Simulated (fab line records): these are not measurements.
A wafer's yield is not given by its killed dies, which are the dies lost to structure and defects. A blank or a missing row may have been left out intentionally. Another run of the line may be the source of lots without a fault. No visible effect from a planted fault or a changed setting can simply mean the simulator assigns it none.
A lot that was struck, set against a sound lot / flow berkeleyCmos170 / 14 out of 331 route steps
Sound: the wafers L196.1, L196.2, L196.3. Wafers struck: L210.2, L210.3, L210.6. Last of all comes the cause.
At each step with rows: each side's tool, then ch and its chambers, then its first start. Under that, the readings that differ: sound wafers / struck wafers / difference of the means / sigmas: that difference in standard deviations of wafers without a fault.
alike: words and numbers the same on both sides, and readings whose means are apart by under 2 such deviations; not compared: readings that were withheld, readings missing a value for some wafer, numbers with overlapping values and no deviation given by the record, and bounds like >300 which may hide the same value.
The two part at a step that has a row with sigmas, a row that says differs or no value, or rows on one side only. Non-overlapping numbers with no deviation appear without sigmas and do not part them. A reading missing from all wafers of one side parts the sides only when that side holds two or more wafers.

first, 1 step without rows for these wafers: UCB170_M3_PRE_CLEAN_00 (preclean etch time 60 s).
UCB170_M3_SPUTTER_01: material Al, target thk 900 nm, time 120 s.
  sound on pvdSputter-03 at day 7 11:11; struck on pvdSputter-03 at day 10 22:02
  alike: throttleValvePct
UCB170_M3_RS_MEAS_02: a four-point-probe measurement.
  sound on filmMetro-01 at day 7 11:16; struck on filmMetro-01 at day 10 22:08
  alike: M3_AL_RS
UCB170_M3_THK_MEAS_03: measures by xrf.
  sound on filmMetro-01 at day 7 11:23; struck on filmMetro-01 at day 10 22:15
  alike: M3_AL_THK
then, 3 steps without rows for these wafers: UCB170_M3_HMDS_04 (prime time 60 s); UCB170_M3_COAT_05 (resist thk 900 nm); UCB170_M3_SOFTBAKE_06 (time 60 s).
UCB170_M3_STRIP_07: strips in O2.
  sound on plasmaAsher-04 ch 0,1, day 7 12:05; struck on plasmaAsher-04 ch 1, day 10 23:20
  alike: drypumpMotorCurrentA, oesProductAu, stripTimeToEndpointS
  not compared: rfHoursCounterH
then, 4 steps without rows for these wafers: UCB170_M3_STRIP_08 (strips KrF in DMSO, time 600 s); UCB170_M3_COAT_09; UCB170_M3_COAT_10 (resist thk 900 nm); UCB170_M3_SOFTBAKE_11 (time 60 s).
UCB170_M3_EXPOSE_12: exposes mask METAL3, target cd 700 nm.
  sound on krfScanner-02 ch 0, day 7 12:56; struck on krfScanner-02, day 11 00:46
  no value came back on the struck wafers for exposureDoseMJCm2, focusOffsetNm (nm); on the sound wafers exposureDoseMJCm2 reads 25.94 25.98 25.98
  alike: mask
after that, 1 step had no rows for these wafers: UCB170_M3_PEB_13.

WHERE THEY PART
UCB170_M3_EXPOSE_12 only, going by this record.

WHY: what the simulator had put in
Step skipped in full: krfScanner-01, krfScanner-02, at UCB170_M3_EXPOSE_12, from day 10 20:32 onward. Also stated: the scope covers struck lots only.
